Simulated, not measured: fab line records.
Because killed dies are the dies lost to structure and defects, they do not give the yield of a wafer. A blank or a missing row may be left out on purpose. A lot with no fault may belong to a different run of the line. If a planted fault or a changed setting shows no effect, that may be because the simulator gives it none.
The tool behind it: which one? / flow berkeley cmos170 / Sampling: 15 lots, 42 wafers, 3 of 331 route steps

== WHAT EACH GAUGE READ, for each wafer ==
UCB170_NLDD_TW_MEAS_11. Usual: NLDD_TW gives 2214 (standard deviation 21).
lot=L781; measured=day 7 09:38; on=film metro-01; NLDD_TW=2197 2171 2187; flag=
lot=L784; measured=day 7 18:02; on=film metro-04; NLDD_TW=2242 2260 2247; flag=
lot=L783; measured=day 7 18:19; on=film metro-01; NLDD_TW=2182 2189 2189; flag=
lot=L782; measured=day 7 18:37; on=film metro-04; NLDD_TW=2245 2246 2250; flag=
lot=L789; measured=day 8 20:10; on=film metro-02; NLDD_TW=2193 2205 2198; flag=
lot=L787; measured=day 8 20:48; on=film metro-04; NLDD_TW=2482 2470 2477 2476; flag=OFF
lot=L786; measured=day 8 20:35; on=film metro-04; NLDD_TW=2246 2232 2239; flag=
lot=L794; measured=day 10 03:06; on=film metro-01; NLDD_TW=2206 2209 2210; flag=
lot=L795; measured=day 10 03:44; on=film metro-02; NLDD_TW=2444 2438 2446 2442; flag=OFF
lot=L797; measured=day 10 17:28; on=film metro-04; NLDD_TW=2229 2240 2215; flag=
lot=L796; measured=day 10 18:40; on=film metro-01; NLDD_TW=2446 2455 2438 2446; flag=OFF
lot=L801; measured=day 11 20:37; on=film metro-04; NLDD_TW=2231 2248 2243; flag=
lot=L799; measured=day 11 20:46; on=film metro-01; NLDD_TW=2193 2196 2190; flag=
lot=L800; measured=day 11 21:04; on=film metro-04; NLDD_TW=2230 2238 2237; flag=
lot=L802; measured=day 11 21:10; on=film metro-01; NLDD_TW=2204 2207 2215; flag=

UCB170_SDANNEAL_RS_MEAS_05: uses a four-point probe to measure. Usual: NLDD_RS gives 616.6 ohm/sq (standard deviation 1.2).
lot=L781; measured=day 7 21:41; on=film metro-01; NLDD_RS (ohm/sq)=615.1 616.6 616.1; flag=
lot=L784; measured=day 8 07:22; on=film metro-01; NLDD_RS (ohm/sq)=616.5 616.9 616.8; flag=
lot=L783; measured=day 8 07:58; on=film metro-02; NLDD_RS (ohm/sq)=616.0 615.3 614.8; flag=
lot=L782; measured=day 8 07:47; on=film metro-04; NLDD_RS (ohm/sq)=617.3 615.8 617.4; flag=
lot=L789; measured=day 9 07:28; on=film metro-01; NLDD_RS (ohm/sq)=616.8 617.1 616.0; flag=
lot=L787; measured=day 9 10:07; on=film metro-01; NLDD_RS (ohm/sq)=465.7 465.9 465.6 465.7; flag=OFF
lot=L786; measured=day 9 08:31; on=film metro-01; NLDD_RS (ohm/sq)=615.5 616.8 616.6; flag=
lot=L794; measured=day 10 17:47; on=film metro-01; NLDD_RS (ohm/sq)=614.2 615.6 616.2; flag=
lot=L795; measured=day 10 17:23; on=film metro-04; NLDD_RS (ohm/sq)=465.6 465.8 465.0 465.4; flag=OFF
lot=L797; measured=day 11 06:20; on=film metro-01; NLDD_RS (ohm/sq)=615.7 617.4 616.1; flag=
lot=L796; measured=day 11 08:40; on=film metro-02; NLDD_RS (ohm/sq)=464.9 466.3 464.8 465.9; flag=OFF
lot=L801; measured=day 12 11:37; on=film metro-01; NLDD_RS (ohm/sq)=614.7 618.0 617.0; flag=
lot=L799; measured=day 12 10:50; on=film metro-04; NLDD_RS (ohm/sq)=615.6 615.4 615.6; flag=
lot=L800; measured=day 12 13:41; on=film metro-04; NLDD_RS (ohm/sq)=617.9 618.8 617.9; flag=
lot=L802; measured=day 12 12:03; on=film metro-02; NLDD_RS (ohm/sq)=615.8 616.3 615.7; flag=

== WHAT TOOL EACH LOT RAN ON (gives the tool, then ch and the chambers of the sampled wafers, and finally the start) ==
lot=L781; UCB170_NLDD_IMPLANT_09=implanter-03 ch 0, day 7 09:24
lot=L784; UCB170_NLDD_IMPLANT_09=implanter-02 ch 0, day 7 17:49
lot=L783; UCB170_NLDD_IMPLANT_09=implanter-02 ch 0, day 7 18:04
lot=L782; UCB170_NLDD_IMPLANT_09=implanter-02 ch 0, day 7 18:23
lot=L789; UCB170_NLDD_IMPLANT_09=implanter-03 ch 0, day 8 19:55
lot=L787; UCB170_NLDD_IMPLANT_09=implanter-02 ch 0, day 8 20:11
lot=L786; UCB170_NLDD_IMPLANT_09=implanter-03 ch 0, day 8 20:21
lot=L794; UCB170_NLDD_IMPLANT_09=implanter-04 ch 0, day 10 02:52
lot=L795; UCB170_NLDD_IMPLANT_09=implanter-02 ch 0, day 10 03:02
lot=L797; UCB170_NLDD_IMPLANT_09=implanter-02 ch 0, day 10 17:15
lot=L796; UCB170_NLDD_IMPLANT_09=implanter-03 ch 0, day 10 17:56
lot=L801; UCB170_NLDD_IMPLANT_09=implanter-02 ch 0, day 11 20:22
lot=L799; UCB170_NLDD_IMPLANT_09=implanter-04 ch 0, day 11 20:31
lot=L800; UCB170_NLDD_IMPLANT_09=implanter-03 ch 0, day 11 20:49
lot=L802; UCB170_NLDD_IMPLANT_09=implanter-02 ch 0, day 11 20:55
- UCB170_NLDD_IMPLANT_09

== AS READ BY THE TOOLS THEMSELVES (means over the sampled wafers that have a number; for cases with no such wafer, the mark the record gives instead) ==
The record holds no such reading with a usual standard deviation.

== THE ANSWER, worked out from the rows above alone ==
Rule: take the mean of a lot's wafers that have a number; if it is more than 3 standard deviations from the usual mean, the lot is off. A lot without any number at a reading at which 4 lots or more have one is off too. Where the step has rows for the other lots, those lots are counted as sound. Order of review: gauges by route order, followed by the tools' own readings, for which a lot's mean as printed above is used. At the first step where some lot is off, the reading lying furthest off is the one used; lots without a number count as furthest.
Off: at UCB170_NLDD_TW_MEAS_11 (NLDD_TW), L787, L795, L796.
If a tool, at a process step before that reading, ran all the lots that are off and no sound lot after the first of them, it fits. Gauges at UCB170_NLDD_TW_MEAS_11: tried the same way as those tools. No candidate that was tried fits.

== WHAT HAD BEEN PUT IN BY THE SIMULATOR ==
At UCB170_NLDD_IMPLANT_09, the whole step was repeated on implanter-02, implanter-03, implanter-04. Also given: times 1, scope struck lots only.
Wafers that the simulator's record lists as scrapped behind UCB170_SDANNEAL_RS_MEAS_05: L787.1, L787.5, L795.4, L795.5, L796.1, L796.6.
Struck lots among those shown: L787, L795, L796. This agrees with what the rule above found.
